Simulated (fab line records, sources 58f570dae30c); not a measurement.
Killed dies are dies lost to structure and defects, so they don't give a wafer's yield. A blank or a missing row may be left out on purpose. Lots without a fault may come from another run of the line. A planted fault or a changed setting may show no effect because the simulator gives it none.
Tool commonality check | flow berkeley_cmos170 | 9 lots, 27 wafers sampled

WHY IT WAS OPENED
At UCB170_FIELD_THK_MEAS_02 the reading FIELD_OXIDE_THK is flagged on 2 of 9 lots. Wafers without a fault read 558 nm, standard deviation 7.9.
Rule: a lot is flagged when every wafer of it that has a number lies more than 4 standard deviations from that mean, or none has a number. The other lots count as sound.

lot  | measured    | on            | FIELD_OXIDE_THK (nm), wafer by wafer | flag
L685 | day 5 06:11 | film_metro-01 | 563 556 564                          |
L686 | day 5 22:34 | film_metro-04 | 553 564 567                          |
L687 | day 5 22:34 | film_metro-01 | 552 558 555                          |
L688 | day 6 07:45 | film_metro-03 | 571 561 564                          |
L690 | day 6 07:45 | film_metro-04 | 555 539 557                          |
L689 | day 6 07:46 | film_metro-01 | 551 554 558                          |
L692 | day 7 04:08 | film_metro-03 | 499 487 491                          | FLAGGED
L691 | day 7 04:09 | film_metro-04 | 478 488 478                          | FLAGGED
L700 | day 7 21:56 | film_metro-04 | 541 542 552                          |
The numbers of the flagged lots are 487 nm on average: -71 nm against the usual, or -9 standard deviations.

WHICH TOOL RAN EACH LOT
The record holds 1 process step before the reading, out of a route of 331 steps. In each cell: the tool, then ch and the chambers that the sampled wafers went through, then the start.
lot  | flag    | UCB170_FIELD_OXIDATION_01
L685 |         | furnace-01 ch 0, day 5 03:10
L686 |         | furnace-02 ch 0, day 5 19:33
L687 |         | furnace-02 ch 0, day 5 19:33
L688 |         | furnace-02 ch 0, day 6 04:45
L690 |         | furnace-02 ch 0, day 6 04:45
L689 |         | furnace-02 ch 0, day 6 04:45
L692 | FLAGGED | furnace-02 ch 0, day 7 01:08
L691 | FLAGGED | furnace-02 ch 0, day 7 01:08
L700 |         | furnace-04 ch 0, day 7 18:56
What these steps do:
- UCB170_FIELD_OXIDATION_01: target thk 558.3 nm, ox time 7200 s.
- UCB170_FIELD_THK_MEAS_02

FLAGGED OVER TOTAL, TOOL BY TOOL (the gauges that took the reading come last)
step                      | tool          | lots run | flagged | share of the flagged lots | sound lots run after its first flagged lot
UCB170_FIELD_OXIDATION_01 | furnace-01    | 1        | 0       | none                      | -
UCB170_FIELD_OXIDATION_01 | furnace-02    | 7        | 2       | all                       | 0
UCB170_FIELD_OXIDATION_01 | furnace-04    | 1        | 0       | none                      | -
UCB170_FIELD_THK_MEAS_02  | film_metro-01 | 3        | 0       | none                      | -
UCB170_FIELD_THK_MEAS_02  | film_metro-03 | 2        | 1       | some                      | 0
UCB170_FIELD_THK_MEAS_02  | film_metro-04 | 4        | 1       | some                      | 1 (L700)

WHAT THE TABLE ALLOWS
1 row of the table ran every flagged lot: furnace-02 at UCB170_FIELD_OXIDATION_01.
- furnace-02 at UCB170_FIELD_OXIDATION_01: 2 of its 7 lots flagged. Its last sound lot is L688 (day 6 04:45), its first flagged lot L691 (day 7 01:08): a fault that began between those two fits.
One tool is left: furnace-02 at UCB170_FIELD_OXIDATION_01.

WHAT THE SIMULATOR HAD PUT IN
Process parameter drift: furnace-02, from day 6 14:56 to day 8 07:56, at UCB170_FIELD_OXIDATION_01. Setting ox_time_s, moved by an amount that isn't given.
Lots struck among those shown: L692, L691. The rule above found the same.
